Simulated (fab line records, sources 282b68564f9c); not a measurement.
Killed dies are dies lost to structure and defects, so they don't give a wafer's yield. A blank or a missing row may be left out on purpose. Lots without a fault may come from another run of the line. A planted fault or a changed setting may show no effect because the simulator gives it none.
fab line records | flow rit_cmos
record lots=6 wafers=18 last_day=7
route steps=202 shown SDANNEAL@153 PSD@157 NSD@158 PLDD@159 NLDD@160 SILICIDE@161 CONTACT@168 M1@184
lots that met no fault: from a run of the same line without faults
start_h: hours from the record's first day to the start of the lot's first wafer shown | wait_h: hours since the lot's step before | " the same as in the row above | L1.1+2: a row that stands for several wafers | - no value, or no start given | * or withheld: withheld | < > ~ a bound
route shown NAME@n: a module of which the file shows steps, and the number in the route of the first | usual: mean/standard deviation of fault-free wafers | same: alike in all rows | chamber/n: place in a boat | sites: the reading at each site | _std_site: their standard deviation | _edge_site: outer sites' mean less inner sites' | radius_mm: how far each site lies from the wafer's centre | mask NAME#n: copy n | behind: the tool/chamber that last shaped the wafer | hold: why the lot was held/for how many hours/how that ended | device: the transistor (n, p or np) that didn't switch | end of line: the same wafers' tests at the end of the route | a step without rows: its recipe alone | killed: dies lost to structure and defects at the first sort, not the wafer's yield | map: a wafer's dies, x killed, . not, _ none there
set.NAME: the setting as run; set.NAME@STEP: as run at that earlier step | model.NAME: the simulator's own value behind a step, which no gauge read
lots at some steps of the route; a table a step, a row a wafer
services: from which hour (start_h, from the record's first day; less than 0 if before it) a tool's chamber was out of use, for how many hours, and why
## steps
# step RIT_SDANNEAL_CLEAN_00
# recipe chemistry=SC1 mix=3:3:50 time_s=600 temp_c=75
# step RIT_SDANNEAL_CLEAN_01
# recipe chemistry=dHF dilution=50:1 time_s=30
# step RIT_SDANNEAL_CLEAN_02
# recipe chemistry=SC2 mix=3:3:50 time_s=600 temp_c=75 dry=n2_spin
# step RIT_SDANNEAL_RTA_03
# recipe temp_c=1050 time_s=5 idle_temp_c=600 ramp_up_c_per_s=342 ramp_down_c_per_s=171 cool_to_c=600 ambient=N2
# usual wafer_temp_C_max=1053.5/1.2
# same time_s=5
# columns lot.wafer tool chamber start_h wait_h wafer_temp_C_max
L526.2 rtp_anneal-02 0 66.48 0.0 1055.0
L526.5 " 0 " " 1052.9
L526.6 " 0 " " 1053.4
L527.2 rtp_anneal-01 0 69.43 0.0 1052.5
L527.3 " 0 " " 1053.6
L527.5 " 0 " " 1052.1
L533.4 rtp_anneal-01 0 104.84 0.1 1055.6
L533.5 " 0 " " 1053.3
L533.6 " 0 " " 1052.7
L535.2 rtp_anneal-01 0 110.04 0.0 1055.7
L535.3 " 0 " " 1051.8
L535.6 " 0 " " 1054.1
L538.1 rtp_anneal-02 0 124.95 0.0 1053.5
L538.3 " 0 " " 1053.1
L538.5 " 0 " " 1054.0
L544.3 rtp_anneal-02 0 154.69 0.0 1055.6
L544.5 " 0 " " 1053.8
L544.6 " 0 " " 1052.4
# step RIT_SDANNEAL_RS_MEAS_04
# recipe thk_meas_gauge=four-point-probe
# usual PSD_RS=116.0/0.32
# columns lot.wafer tool chamber start_h wait_h PSD_RS[ohm/sq]
L526.2 film_metro-02 - 66.55 0.1 116.6
L526.5 " - " " 116.2
L526.6 " - " " 116.3
L527.2 film_metro-04 - 69.50 0.1 115.8
L527.3 " - " " 116.0
L527.5 " - " " 115.6
L533.4 film_metro-04 - 104.96 0.1 115.5
L533.5 " - " " 115.6
L533.6 " - " " 115.5
L535.2 film_metro-02 - 110.11 0.1 116.0
L535.3 " - " " 116.3
L535.6 " - " " 116.0
L538.1 film_metro-04 - 125.01 0.0 115.5
L538.3 " - " " 115.1
L538.5 " - " " 115.6
L544.3 film_metro-04 - 154.77 0.1 115.8
L544.5 " - " " 116.1
L544.6 " - " " 116.0
# step RIT_SDANNEAL_RS_MEAS_05
# recipe thk_meas_gauge=four-point-probe
# usual NSD_RS=84.6/0.32
# columns lot.wafer tool chamber start_h wait_h NSD_RS[ohm/sq]
L526.2 film_metro-02 - 66.67 0.1 84.8
L526.5 " - " " 85.3
L526.6 " - " " 84.6
L527.2 film_metro-04 - 69.62 0.1 84.3
L527.3 " - " " 84.1
L527.5 " - " " 84.3
L533.4 film_metro-04 - 105.08 0.1 84.7
L533.5 " - " " 84.8
L533.6 " - " " 85.1
L535.2 film_metro-02 - 110.23 0.1 84.6
L535.3 " - " " 84.7
L535.6 " - " " 84.7
L538.1 film_metro-04 - 125.13 0.1 84.2
L538.3 " - " " 84.1
L538.5 " - " " 84.1
L544.3 film_metro-04 - 154.89 0.1 84.2
L544.5 " - " " 84.2
L544.6 " - " " 84.5
# step RIT_SDANNEAL_RS_MEAS_06
# recipe thk_meas_gauge=four-point-probe
# usual PLDD_RS=178.8/0.47
# columns lot.wafer tool chamber start_h wait_h PLDD_RS[ohm/sq]
L526.2 film_metro-02 - 66.79 0.1 179.4
L526.5 " - " " 179.0
L526.6 " - " " 178.9
L527.2 film_metro-04 - 69.74 0.1 178.8
L527.3 " - " " 179.0
L527.5 " - " " 178.7
L533.4 film_metro-04 - 105.20 0.1 177.9
L533.5 " - " " 178.1
L533.6 " - " " 178.4
L535.2 film_metro-02 - 110.35 0.1 179.1
L535.3 " - " " 178.6
L535.6 " - " " 179.2
L538.1 film_metro-04 - 125.25 0.1 178.1
L538.3 " - " " 178.3
L538.5 " - " " 178.5
L544.3 film_metro-04 - 155.01 0.1 178.5
L544.5 " - " " 178.6
L544.6 " - " " 178.3
# step RIT_SDANNEAL_RS_MEAS_07
# recipe thk_meas_gauge=four-point-probe
# usual NLDD_RS=151.7/0.53
# columns lot.wafer tool chamber start_h wait_h NLDD_RS[ohm/sq]
L526.2 film_metro-02 - 66.91 0.1 152.9
L526.5 " - " " 152.2
L526.6 " - " " 153.0
L527.2 film_metro-04 - 69.86 0.1 152.2
L527.3 " - " " 151.6
L527.5 " - " " 151.2
L533.4 film_metro-04 - 105.32 0.1 152.4
L533.5 " - " " 152.0
L533.6 " - " " 152.0
L535.2 film_metro-02 - 110.47 0.1 152.5
L535.3 " - " " 152.4
L535.6 " - " " 152.7
L538.1 film_metro-04 - 125.37 0.1 152.1
L538.3 " - " " 151.6
L538.5 " - " " 151.7
L544.3 film_metro-04 - 155.13 0.1 151.8
L544.5 " - " " 151.2
L544.6 " - " " 151.6
# step RIT_SILICIDE_WET_ETCH_00
# recipe chemistry=BOE target=SiO2 target_depth_nm=14 time_s=15 dry=n2_spin dilution=10:1 temp_c=21.5
# step RIT_SILICIDE_SPUTTER_01
# recipe material=Ti target_thk_nm=30 power_w=350 chamber_pressure_pa=0.667 gas=Ar time_s=240 substrate_temp_c=25
# usual throttle_valve_pct=29.8/1
# same time_s=240
# columns lot.wafer tool chamber start_h wait_h throttle_valve_pct
L526.2 pvd_sputter-03 - 67.02 0.0 30.2
L526.5 " - " " 28.8
L526.6 " - " " 30.3
L527.2 pvd_sputter-04 - 69.97 0.0 30.5
L527.3 " - " " 28.5
L527.5 " - " " 28.6
L533.4 pvd_sputter-04 - 105.39 0.0 29.6
L533.5 " - " " 28.3
L533.6 " - " " 29.5
L535.2 pvd_sputter-04 - 110.58 0.0 30.1
L535.3 " - " " 29.1
L535.6 " - " " 28.4
L538.1 pvd_sputter-03 - 125.50 0.0 28.8
L538.3 " - " " 31.3
L538.5 " - " " 30.0
L544.3 pvd_sputter-01 - 155.22 0.0 29.7
L544.5 " - " " 29.8
L544.6 " - " " 32.1
# step RIT_SILICIDE_RS_MEAS_02
# recipe thk_meas_gauge=four-point-probe reads=Ti_of_SILICIDE_SPUTTER_01
# usual SILICIDE_TI_RS=47.8/0.72
# columns lot.wafer tool chamber start_h wait_h SILICIDE_TI_RS[ohm/sq]
L526.2 film_metro-01 - 67.19 0.1 47.1
L526.5 " - " " 47.6
L526.6 " - " " 47.6
L527.2 film_metro-03 - 70.14 0.1 48.4
L527.3 " - " " 47.0
L527.5 " - " " 47.3
L533.4 film_metro-03 - 105.60 0.1 48.2
L533.5 " - " " 47.6
L533.6 " - " " 48.2
L535.2 film_metro-01 - 110.75 0.1 48.5
L535.3 " - " " 48.2
L535.6 " - " " 46.4
L538.1 film_metro-03 - 125.65 0.1 47.4
L538.3 " - " " 47.1
L538.5 " - " " 47.2
L544.3 film_metro-03 - 155.41 0.1 46.6
L544.5 " - " " 47.2
L544.6 " - " " 47.7
# step RIT_SILICIDE_THK_MEAS_03
# recipe thk_meas_gauge=xrf reads=Ti_of_SILICIDE_SPUTTER_01
# usual SILICIDE_TI_THK=30.1/0.39
# columns lot.wafer tool chamber start_h wait_h SILICIDE_TI_THK[nm]
L526.2 film_metro-01 - 67.30 0.1 30.3
L526.5 " - " " 30.2
L526.6 " - " " 30.1
L527.2 film_metro-03 - 70.25 0.1 29.8
L527.3 " - " " 30.3
L527.5 " - " " 30.2
L533.4 film_metro-03 - 105.69 0.1 30.1
L533.5 " - " " 30.2
L533.6 " - " " 30.0
L535.2 film_metro-01 - 110.86 0.1 29.6
L535.3 " - " " 29.8
L535.6 " - " " 30.7
L538.1 film_metro-03 - 125.77 0.1 30.2
L538.3 " - " " 30.4
L538.5 " - " " 30.5
L544.3 film_metro-03 - 155.51 0.1 30.9
L544.5 " - " " 30.6
L544.6 " - " " 30.3
# step RIT_SILICIDE_RTA_04
# recipe temp_c=650 time_s=10 idle_temp_c=25 ramp_up_s=5 ramp_down_s=5 cool_to_c=25 ambient=N2
# usual wafer_temp_C_max=653.3/0.87
# columns lot.wafer tool chamber start_h wait_h wafer_temp_C_max
L526.2 rtp_anneal-01 0 67.36 0.1 652.3
L526.5 " 0 " " 652.0
L526.6 " 0 " " 652.4
L527.2 rtp_anneal-02 0 70.31 0.1 653.9
L527.3 " 0 " " 653.1
L527.5 " 0 " " 654.5
L533.4 rtp_anneal-02 0 105.75 0.1 654.5
L533.5 " 0 " " 654.7
L533.6 " 0 " " 654.2
L535.2 rtp_anneal-02 0 110.92 0.1 654.3
L535.3 " 0 " " 654.0
L535.6 " 0 " " 653.3
L538.1 rtp_anneal-01 0 125.83 0.1 652.5
L538.3 " 0 " " 652.0
L538.5 " 0 " " 653.7
L544.3 rtp_anneal-01 0 155.58 0.1 652.2
L544.5 " 0 " " 652.7
L544.6 " 0 " " 652.2
# step RIT_SILICIDE_WET_ETCH_05
# recipe chemistry=SPM target=Ti temp_c=90 time_s=120 dry=n2_spin
# step RIT_SILICIDE_RTA_06
# recipe temp_c=750 time_s=10 idle_temp_c=25 ramp_up_s=5 ramp_down_s=10 cool_to_c=25 ambient=N2
# usual wafer_temp_C_max=753.8/1.1
# same time_s=10
# columns lot.wafer tool chamber start_h wait_h wafer_temp_C_max
L526.2 rtp_anneal-02 0 67.47 0.0 755.5
L526.5 " 0 " " 754.8
L526.6 " 0 " " 755.1
L527.2 rtp_anneal-01 0 70.42 0.0 753.5
L527.3 " 0 " " 754.6
L527.5 " 0 " " 752.6
L533.4 rtp_anneal-01 0 105.89 0.1 752.4
L533.5 " 0 " " 754.0
L533.6 " 0 " " 753.6
L535.2 rtp_anneal-01 0 111.03 0.0 754.1
L535.3 " 0 " " 754.6
L535.6 " 0 " " 752.7
L538.1 rtp_anneal-02 0 125.94 0.0 754.7
L538.3 " 0 " " 753.9
L538.5 " 0 " " 754.3
L544.3 rtp_anneal-02 0 155.68 0.0 756.1
L544.5 " 0 " " 754.9
L544.6 " 0 " " 755.6
# step RIT_CONTACT_CVD_00
# recipe material=SiO2 target_thk_nm=400 precursor=TEOS temp_c=390 time_s=61 rf_w=400
# usual heater_power_w=310/32
# same time_s=61
# columns lot.wafer tool chamber start_h wait_h heater_power_w
L526.2 pecvd-03 1 67.53 0.0 281
L526.5 " 2 " " 339
L526.6 " 0 " " 319
L527.2 pecvd-02 1 70.48 0.0 270
L527.3 " 2 " " 276
L527.5 " 2 " " 290
L533.4 pecvd-02 0 105.99 0.1 339
L533.5 " 1 " " 320
L533.6 " 2 " " 274
L535.2 pecvd-03 1 111.09 0.0 304
L535.3 " 1 " " 306
L535.6 " 1 " " 316
L538.1 pecvd-03 2 126.00 0.1 299
L538.3 " 0 " " 335
L538.5 " 1 " " 317
L544.3 pecvd-03 2 155.73 0.0 286
L544.5 " 2 " " 308
L544.6 " 1 " " 336
# step RIT_CONTACT_THK_MEAS_01
# recipe reads=SiO2_of_CONTACT_CVD_00
# usual CONTACT_TEOS_THK=403/6.3
# columns lot.wafer tool chamber start_h wait_h CONTACT_TEOS_THK[nm]
L526.2 film_metro-04 - 67.59 0.0 400
L526.5 " - " " 411
L526.6 " - " " 395
L527.2 film_metro-02 - 70.54 0.0 397
L527.3 " - " " 394
L527.5 " - " " 394
L533.4 film_metro-01 - 106.04 0.0 399
L533.5 " - " " 401
L533.6 " - " " 397
L535.2 film_metro-04 - 111.17 0.1 408
L535.3 " - " " 410
L535.6 " - " " 408
L538.1 film_metro-04 - 126.06 0.0 407
L538.3 " - " " 394
L538.5 " - " " 414
L544.3 film_metro-01 - 155.80 0.0 412
L544.5 " - " " 413
L544.6 " - " " 417
# step RIT_CONTACT_HMDS_02
# recipe prime_time_s=60 prime_temp_c=140
# step RIT_CONTACT_COAT_03
# recipe resist=NOVOLAK spin_rpm=3250 resist_thk_nm=1000
# step RIT_CONTACT_SOFTBAKE_04
# recipe resist=NOVOLAK temp_c=90 time_s=60
# step RIT_CONTACT_EXPOSE_05
# recipe mask_id=M11 na=0.6 source_shape=conventional sigma_outer=0.5 target_cd_nm=1000 dose_mj=250
# step RIT_CONTACT_PEB_06
# recipe resist=NOVOLAK temp_c=withheld time_s=withheld
# step RIT_CONTACT_DEVELOP_07
# recipe resist=NOVOLAK develop_time_s=120 dev_temp_c=23
# step RIT_CONTACT_CD_MEAS_08
# recipe target_cd_nm=1000
# usual cd_nm=1000.4/2.6
# columns lot.wafer tool chamber start_h wait_h cd_nm
L526.2 cd_sem-01 - 68.63 - 1000.5
L526.5 " - " " 1001.2
L526.6 " - " " 1001.4
L527.2 cd_sem-01 - 71.70 - 996.1
L527.3 " - " " 995.6
L527.5 " - " " 995.2
L533.4 cd_sem-01 - 107.16 - 1001.7
L533.5 " - " " 1000.7
L533.6 " - " " 998.8
L535.2 cd_sem-02 - 112.21 - 998.8
L535.3 " - " " 1000.4
L535.6 " - " " 998.2
L538.1 cd_sem-01 - 127.21 - 999.7
L538.3 " - " " 1002.2
L538.5 " - " " 1000.3
L544.3 cd_sem-01 - 156.85 - 997.8
L544.5 " - " " 999.6
L544.6 " - " " 998.1
# step RIT_CONTACT_OVL_MEAS_09
# usual CONTACT_OVL=-0.4/1.6
# columns lot.wafer tool chamber start_h wait_h CONTACT_OVL[nm]
L526.2 overlay-02 - 68.73 0.1 -0.6
L526.5 " - " " -2.3
L526.6 " - " " -0.7
L527.2 overlay-02 - 71.81 0.1 0.5
L527.3 " - " " 0.0
L527.5 " - " " 1.2
L533.4 overlay-01 - 107.24 0.1 -1.0
L533.5 " - " " 0.8
L533.6 " - " " -0.5
L535.2 overlay-01 - 112.32 0.1 1.6
L535.3 " - " " 3.0
L535.6 " - " " 0.9
L538.1 overlay-02 - 127.33 0.1 0.9
L538.3 " - " " -0.9
L538.5 " - " " 1.4
L544.3 overlay-02 - 156.94 0.1 -2.7
L544.5 " - " " -1.2
L544.6 " - " " -0.7
# step RIT_CONTACT_HARDBAKE_10
# recipe resist=NOVOLAK temp_c=140 time_s=60
# step RIT_CONTACT_ETCH_11
# recipe target_depth_a=4800 over_etch_frac=0.2 stop_on=TiSi2 chemistry=CHF3/CF4/Ar target=SiO2 CHF3_flow_sccm=50 cf4_flow_sccm=10 Ar_flow_sccm=100 O2_flow_sccm=5 pressure_mtorr=100 rf_w=200 time_s=320
# step RIT_CONTACT_STRIP_12
# recipe chemistry=O2 time_s=180 resist=NOVOLAK platen_temp_c=withheld power_w=500 pressure_mtorr=4000 o2_flow_sccm=4000
# usual drypump_motor_current_A=5.5/0.5 o2_flow_sccm=4001/12
# same time_s=180
# columns lot.wafer tool chamber start_h wait_h drypump_motor_current_A o2_flow_sccm rf_hours_counter_h
L526.2 plasma_asher-04 1 69.11 0.1 6.0 3994 28
L526.5 " 1 " " 6.0 3997 -
L526.6 " 0 " " 5.5 4015 -
L527.2 plasma_asher-04 1 72.18 0.1 6.0 3999 28
L527.3 " 0 " " 5.5 3999 -
L527.5 " 1 " " 6.0 4016 -
L533.4 plasma_asher-01 1 107.84 0.2 6.0 4012 -
L533.5 " 0 " " 4.7 4012 -
L533.6 " 1 " " 6.0 4006 -
L535.2 plasma_asher-04 1 112.77 0.1 6.0 4003 32
L535.3 " 0 " " 5.5 4002 -
L535.6 " 0 " " 5.5 3989 -
L538.1 plasma_asher-04 0 127.71 0.1 5.5 3996 35
L538.3 " 0 " " 5.5 3995 -
L538.5 " 1 " " 6.0 3981 -
L544.3 plasma_asher-04 1 157.37 0.2 6.0 3966 -
L544.5 " 0 " " 5.5 3997 -
L544.6 " 1 " " 6.1 3986 -
# step RIT_CONTACT_CD_MEAS_90
# recipe target_cd_nm=1000
# usual cd_nm=1000.3/2.5
# columns lot.wafer tool chamber start_h wait_h cd_nm
L526.2 cd_sem-02 - 69.30 0.1 1001.0
L526.5 " - " " 1001.3
L526.6 " - " " 1001.0
L527.2 cd_sem-01 - 72.38 0.1 996.1
L527.3 " - " " 995.2
L527.5 " - " " 995.1
L533.4 cd_sem-01 - 108.01 0.1 1001.2
L533.5 " - " " 1000.9
L533.6 " - " " 998.8
L535.2 cd_sem-01 - 112.97 0.1 998.2
L535.3 " - " " 999.8
L535.6 " - " " 998.0
L538.1 cd_sem-02 - 127.88 0.1 999.8
L538.3 " - " " 1002.3
L538.5 " - " " 1001.0
L544.3 cd_sem-02 - 157.52 0.1 997.8
L544.5 " - " " 999.7
L544.6 " - " " 998.1
# step RIT_CONTACT_CLEAN_13
# recipe chemistry=SC1 mix=3:3:50 time_s=600 temp_c=75
# step RIT_CONTACT_CLEAN_14
# recipe chemistry=SC2 mix=3:3:50 time_s=600 temp_c=75 dry=n2_spin
# step RIT_M1_SPUTTER_00
# recipe material=Al target_thk_nm=400 power_w=2000 chamber_pressure_pa=0.4 gas=Ar time_s=500 substrate_temp_c=25
# step RIT_M1_RS_MEAS_01
# recipe thk_meas_gauge=four-point-probe reads=Al_of_M1_SPUTTER_00
# usual M1_AL_RS=0.0734/0.00095
# columns lot.wafer tool chamber start_h wait_h M1_AL_RS[ohm/sq]
L526.2 film_metro-04 - 70.08 0.2 0.0716
L526.5 " - " " 0.0724
L526.6 " - " " 0.0713
L527.2 film_metro-02 - 73.16 0.2 0.0736
L527.3 " - " " 0.0726
L527.5 " - " " 0.0740
L533.4 film_metro-02 - 108.83 0.2 0.0732
L533.5 " - " " 0.0745
L533.6 " - " " 0.0738
L535.2 film_metro-04 - 113.80 0.2 0.0743
L535.3 " - " " 0.0749
L535.6 " - " " 0.0748
L538.1 film_metro-02 - 129.00 0.1 0.0754
L538.3 " - " " 0.0727
L538.5 " - " " 0.0763
L544.3 film_metro-04 - 158.48 0.2 0.0752
L544.5 " - " " 0.0750
L544.6 " - " " 0.0724
# step RIT_M1_THK_MEAS_02
# recipe thk_meas_gauge=xrf reads=Al_of_M1_SPUTTER_00
# usual M1_AL_THK=400/5.5
# columns lot.wafer tool chamber start_h wait_h M1_AL_THK[nm]
L526.2 film_metro-04 - 70.19 0.1 412
L526.5 " - " " 407
L526.6 " - " " 415
L527.2 film_metro-02 - 73.27 0.1 398
L527.3 " - " " 403
L527.5 " - " " 396
L533.4 film_metro-02 - 108.92 0.1 402
L533.5 " - " " 394
L533.6 " - " " 398
L535.2 film_metro-04 - 113.91 0.1 394
L535.3 " - " " 390
L535.6 " - " " 390
L538.1 film_metro-02 - 129.12 0.1 392
L538.3 " - " " 405
L538.5 " - " " 385
L544.3 film_metro-04 - 158.58 0.1 390
L544.5 " - " " 390
L544.6 " - " " 404
# step RIT_M1_HMDS_03
# recipe prime_time_s=60 prime_temp_c=140
# step RIT_M1_COAT_04
# recipe resist=NOVOLAK spin_rpm=2000 resist_thk_nm=1300
# step RIT_M1_SOFTBAKE_05
# recipe resist=NOVOLAK temp_c=90 time_s=60
# step RIT_M1_EXPOSE_06
# recipe mask_id=M12 na=0.6 source_shape=conventional sigma_outer=0.5 target_cd_nm=2600 dose_mj=250
# step RIT_M1_PEB_07
# recipe resist=NOVOLAK temp_c=withheld time_s=withheld
# step RIT_M1_DEVELOP_08
# recipe resist=NOVOLAK develop_time_s=68 dev_temp_c=23
# step RIT_M1_CD_MEAS_09
# recipe target_cd_nm=2600
# usual cd_nm=2600.1/2.3
# columns lot.wafer tool chamber start_h wait_h cd_nm
L526.2 cd_sem-02 - 71.14 - 2597.6
L526.5 " - " " 2597.7
L526.6 " - " " 2597.6
L527.2 cd_sem-01 - 74.35 - 2605.5
L527.3 " - " " 2603.1
L527.5 " - " " 2602.8
L533.4 cd_sem-01 - 109.89 - 2599.7
L533.5 " - " " 2598.4
L533.6 " - " " 2597.6
L535.2 cd_sem-01 - 114.87 - 2602.9
L535.3 " - " " 2603.0
L535.6 " - " " 2601.4
L538.1 cd_sem-02 - 130.06 - 2598.3
L538.3 " - " " 2598.5
L538.5 " - " " 2599.2
L544.3 cd_sem-02 - 159.54 - 2600.0
L544.5 " - " " 2599.8
L544.6 " - " " 2600.4
# step RIT_M1_OVL_MEAS_10
# usual M1_OVL=-0.4/1.4
# columns lot.wafer tool chamber start_h wait_h M1_OVL[nm]
L526.2 overlay-01 - 71.25 0.1 3.3
L526.5 " - " " 1.9
L526.6 " - " " 0.6
L527.2 overlay-02 - 74.46 0.1 -0.3
L527.3 " - " " -1.5
L527.5 " - " " -0.7
L533.4 overlay-02 - 109.97 0.1 -1.1
L533.5 " - " " 0.5
L533.6 " - " " -1.7
L535.2 overlay-01 - 114.98 0.1 0.7
L535.3 " - " " -0.2
L535.6 " - " " -1.0
L538.1 overlay-02 - 130.18 0.1 -0.8
L538.3 " - " " 2.5
L538.5 " - " " 0.5
L544.3 overlay-01 - 159.64 0.1 0.1
L544.5 " - " " -3.2
L544.6 " - " " -1.3
# step RIT_M1_PROBE_99
# usual killed_at_contacts=0.1/0.34 killed_at_front_end=7.0/2.9 killed_dies=7.2/2.9 killed_on_rim=2.1/1.4 killed_open=3.6/1.9 killed_short=3.5/2.1
# same gross_dies=264 killed_at_M0_to_M3=0 killed_at_M4_up=0 killed_at_back_side=0 killed_at_other=0
# columns lot.wafer tool chamber start_h wait_h killed_at_contacts killed_at_front_end killed_dies killed_on_rim killed_open killed_short model.etest.npoly_line.line_ohm_um model.etest.ppoly_line.line_ohm_um model.etest.contact_nplus.end_ohm_um model.etest.contact_pplus.end_ohm_um model.etest.npoly_line.rs_ohm_sq model.etest.ppoly_line.rs_ohm_sq model.etest.npoly_sal.rs_ohm_sq model.etest.ppoly_sal.rs_ohm_sq
L526.2 prober-02 - 73.83 0.1 0 12 12 3 5 7 170.9 164 42.5 43.73 16.86 16.27 4.316 4.256
L526.5 prober-02 - 73.98 0.2 0 12 12 2 6 6 174.2 165.6 42.84 44.48 16.98 16.4 4.351 4.334
L526.6 prober-02 - 74.03 0.2 0 9 9 3 7 2 169 161.9 42.15 43.89 17.05 16.47 4.337 4.277
L527.2 prober-01 - 77.05 0.1 0 5 5 1 3 1 161 156.6 42.35 41.33 17.04 16.54 4.401 4.386
L527.3 prober-01 - 77.10 0.2 0 3 3 1 2 1 162.3 157.1 42.35 43.72 16.77 16.5 4.354 4.301
L527.5 prober-01 - 77.20 0.2 0 11 11 2 4 7 162.2 154.1 41.72 43.13 16.81 16.3 4.374 4.325
L533.4 prober-02 - 112.64 0.2 0 5 5 2 4 1 191.3 182.3 37.39 40.01 19.8 18.99 5.203 5.148
L533.5 prober-02 - 112.69 0.2 1 8 9 3 4 5 196.1 180.3 35.16 39.34 19.7 18.75 5.186 5.153
L533.6 prober-02 - 112.74 0.2 0 1 1 1 1 0 194.9 185.7 35.93 39.34 19.84 18.86 5.147 5.089
L535.2 prober-02 - 117.56 0.1 0 4 4 2 1 3 190.4 180.8 35.73 38.74 19.72 19.04 5.171 5.152
L535.3 prober-02 - 117.61 0.2 0 7 7 2 4 3 181.8 176.1 36.12 39.24 19.89 19.07 5.186 5.14
L535.6 prober-02 - 117.76 0.2 0 7 7 3 4 3 184.7 177.4 35.73 38.92 19.47 18.99 5.135 5.061
L538.1 prober-02 - 132.72 0.1 0 14 14 6 4 9 170 163.3 42.73 44.3 16.97 16.46 4.281 4.26
L538.3 prober-02 - 132.82 0.2 0 8 8 1 3 5 169.7 164.9 43.11 45.73 16.91 16.26 4.279 4.25
L538.5 prober-02 - 132.92 0.2 0 6 6 1 2 4 167.9 163.4 42.06 44.41 16.81 16.26 4.281 4.26
L544.3 prober-01 - 162.26 0.2 0 5 5 2 2 3 160.9 154.2 41.75 44.56 16.67 16.04 4.225 4.243
L544.5 prober-01 - 162.36 0.2 1 4 5 1 2 3 158 149.9 41.35 44.32 16.66 16.18 4.293 4.274
L544.6 prober-01 - 162.41 0.2 0 7 7 2 4 3 164.5 156.3 41.22 44.15 16.96 16.61 4.33 4.32
# killed by level:class
L526.2 GATE:geometric_particle:short=5 FOX2:geometric_particle:open=2 GATE:geometric_particle:open=2 REOX:geometric_particle:short=2 SILICIDE:geometric_particle:open=1
L526.5 GATE:geometric_particle:open=4 FOX1:geometric_particle:short=1 FOX2:geometric_particle:short=1 GATE:geometric_particle:short=1 REOX:geometric_particle:short=1 SILICIDE:geometric_particle:short=1 SPACER:geometric_particle:open=1 SPACER:geometric_particle:short=1
L526.6 SPACER:geometric_particle:open=3 GATE:geometric_particle:open=2 FOX1:geometric_particle:open=1 GATE:geometric_particle:short=1 REOX:geometric_particle:short=1 SILICIDE:geometric_particle:open=1
L527.2 GATE:geometric_particle:open=1 REOX:geometric_particle:open=1 SPACER:geometric_particle:open=1 SPACER:geometric_particle:short=1 PLDD:coat_microbubble_printed=1
L527.3 FOX2:geometric_particle:open=1 SPACER:geometric_particle:short=1 SILICIDE:geometric_particle:open=1
L527.5 SPACER:geometric_particle:open=3 FOX1:geometric_particle:short=2 SPACER:geometric_particle:short=2 GATE:geometric_particle:short=1 REOX:geometric_particle:short=1 SILICIDE:geometric_particle:short=1 SILICIDE:geometric_particle:open=1
L533.4 GATE:geometric_particle:open=2 FOX1:geometric_particle:open=1 FOX1:geometric_particle:short=1 SILICIDE:geometric_particle:open=1
L533.5 GATE:geometric_particle:short=2 REOX:geometric_particle:open=2 SPACER:geometric_particle:open=1 SPACER:geometric_particle:short=1 SILICIDE:geometric_particle:short=1 SILICIDE:geometric_particle:open=1 CONTACT:geometric_particle:short=1
L533.6 GATE:geometric_particle:open=1
L535.2 GATE:geometric_particle:short=2 GATE:geometric_particle:open=1 REOX:geometric_particle:short=1
L535.3 REOX:geometric_particle:open=2 SILICIDE:geometric_particle:short=2 FOX1:geometric_particle:short=1 GATE:geometric_particle:open=1 SILICIDE:geometric_particle:open=1
L535.6 GATE:geometric_particle:open=2 REOX:geometric_particle:open=2 SPACER:geometric_particle:short=2 GATE:geometric_particle:short=1
L538.1 FOX1:geometric_particle:short=3 GATE:geometric_particle:short=3 FOX2:geometric_particle:open=1 FOX2:geometric_particle:short=1 GATE:geometric_particle:open=1 REOX:geometric_particle:short=1 SPACER:geometric_particle:open=1 SILICIDE:geometric_particle:short=1
L538.3 FOX1:geometric_particle:short=3 FOX1:geometric_particle:open=1 GATE:geometric_particle:open=1 REOX:geometric_particle:short=1 REOX:geometric_particle:open=1 SPACER:geometric_particle:short=1
L538.5 FOX1:geometric_particle:short=2 FOX1:geometric_particle:open=1 GATE:geometric_particle:short=1 REOX:geometric_particle:open=1 REOX:geometric_particle:short=1
L544.3 REOX:geometric_particle:open=2 FOX2:geometric_particle:short=1 SPACER:geometric_particle:short=1 SILICIDE:geometric_particle:short=1
L544.5 GATE:geometric_particle:short=1 REOX:geometric_particle:open=1 SPACER:geometric_particle:open=1 SILICIDE:geometric_particle:short=1 CONTACT:geometric_particle:short=1
L544.6 GATE:geometric_particle:short=2 GATE:geometric_particle:open=2 FOX1:geometric_particle:open=1 SPACER:geometric_particle:short=1 SPACER:geometric_particle:open=1
## services
# columns tool chamber start_h hours kind
pecvd-02 - 46.44 6.0 pm
pecvd-03 0 83.72 1.8 repair
pecvd-02 - 86.01 2.8 pm
rtp_anneal-02 - 88.40 3.3 pm
pecvd-03 0 97.82 2.4 repair
pecvd-03 0 110.66 4.9 repair
plasma_asher-04 - 138.04 2.8 pm
pvd_sputter-03 - 154.45 1.4 repair
## key
first_sign none at tools or gauges
model_effect step=RIT_M1_PROBE_99 value=etest.npoly_line.line_ohm_um without=170 struck=189.9
met_at RIT_SILICIDE_RTA_04
struck_wafers L533.4,L533.5,L533.6,L535.2,L535.3,L535.6
tester_left_out L533,L535
onset_between 70.31 105.75
also_fits RIT_SDANNEAL_RTA_03:rtp_anneal-01,RIT_SILICIDE_SPUTTER_01:pvd_sputter-04,RIT_SILICIDE_RTA_06:rtp_anneal-01
fault kind=process_parameter_drift tool=rtp_anneal-02 chamber=- onset_h=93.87 steps=RIT_SILICIDE_RTA_04 channel=time_s offset=* shape=step end_h=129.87 acts_in=* stated=*
# tester_left_out: of these lots the tester's yield and bins aren't shown, on N5 and GAA mostly nor the transistor test; their killed dies are dies lost to structure and defects alone, not to doping, threshold or leakage, so they don't give the yield
